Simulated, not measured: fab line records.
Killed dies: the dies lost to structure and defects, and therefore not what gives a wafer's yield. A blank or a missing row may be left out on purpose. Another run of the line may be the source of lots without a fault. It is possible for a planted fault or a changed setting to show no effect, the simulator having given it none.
A struck lot beside a sound one :: flow berkeleyCmos170 :: 17 out of 331 route steps
Sound: wafers L219.1, L219.3, L219.4. Wafers L230.1, L230.2, L230.5 were the ones struck. Last of all comes the cause.
For every step that has rows: the tool of each side, followed by ch and its chambers, followed by its first start. Under that, the readings that differ: sound wafers :: struck wafers :: difference of the means :: sigmas: that difference in standard deviations of wafers without a fault.
alike: readings with means less than 2 such deviations apart, plus words and numbers identical on both sides. not compared: withheld readings, readings lacking a value on some wafer, bounds such as >300 that could conceal the same value, and numbers that have no deviation in the record and whose values overlap.
Wherever a step has rows on one side only, a row that says differs or no value, or a row with sigmas, the two part there. Numbers that have no deviation but don't overlap get no sigmas and don't part them. A reading that every wafer of one side lacks parts them only if that side has two wafers or more.

first, 2 steps without rows for these wafers: UCB170_PSD_PEB_04; UCB170_PSD_DEVELOP_05 (develop time 45 s).
UCB170_PSD_CD_MEAS_06 targets a cd of 1200 nm.
  sound on cdSem-01, day 7 16:40; struck on cdSem-02, day 10 01:46
  alike: cdNm
UCB170_PSD_OVL_MEAS_07:
  sound on overlay-02, day 7 16:47; struck on overlay-02, day 10 01:53
  alike: PSD_OVL
following that, these wafers have no rows for 1 step: UCB170_PSD_IMPLANT_08.
UCB170_PSD_STRIP_09: strips in O2.
  sound on plasmaAsher-01 ch 0,1, day 7 16:58; struck on plasmaAsher-04 ch 0,1, day 10 02:05
  alike: drypumpMotorCurrentA, o2FlowSccm, oesProductAu, stripTimeToEndpointS
  not compared: rfHoursCounterH
UCB170_PSD_TW_MEAS_10:
  sound on filmMetro-02, day 7 17:04; struck on filmMetro-02, day 10 02:11
  alike: PSD_TW
then, 5 steps without rows for these wafers: UCB170_PSD_CLEAN_11 (cleans in SPM, time 600 s); UCB170_NSD_HMDS_00 (prime time 60 s); UCB170_NSD_COAT_01 (resist thk 900 nm); UCB170_NSD_SOFTBAKE_02 (time 60 s); UCB170_NSD_EXPOSE_03 (exposes mask NSELECT MOD, target cd 1200 nm).
UCB170_NSD_PEB_04:
  sound on lithoTrack-02 ch 0, day 7 18:10; struck on lithoTrack-02 ch 0, day 10 06:17
reading: heaterPowerTotalW (W)
sound: 56.85 56.80 56.82
struck: 58.11 58.07 58.08
difference: +1.26
sigmas: +26

reading: plateTempC (C)
sound: 130.11 130.19 130.17
struck: 132.27 132.37 132.19
difference: +2.12
sigmas: +14
then, 1 step without rows for these wafers: UCB170_NSD_DEVELOP_05 (develop time 45 s).
UCB170_NSD_CD_MEAS_06 targets a cd of 1200 nm.
  sound on cdSem-02, day 7 18:27; struck on cdSem-01, day 10 06:34
reading: cdNm (nm)
sound: 1200.1 1199.9 1199.2
struck: 1211.8 1212.9 1212.1
difference: +12.5
sigmas: +10
UCB170_NSD_OVL_MEAS_07:
  sound on overlay-02, day 7 18:34; struck on overlay-02, day 10 06:41
reading: NSD_OVL (nm)
sound: -12 -6 -15
struck: 4 2 -1
difference: +13
sigmas: +2
UCB170_M3_PROBE_99:
  only the struck wafers here have rows in the record (prober-01, day 11 09:17); the sound ones have none

## WHERE THEY PART
First at UCB170_NSD_PEB_04; last, within this record, at UCB170_M3_PROBE_99.

WHY: what the simulator had put in
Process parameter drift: lithoTrack-02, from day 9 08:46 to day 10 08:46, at UCB170_NSD_PEB_04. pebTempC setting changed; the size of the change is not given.
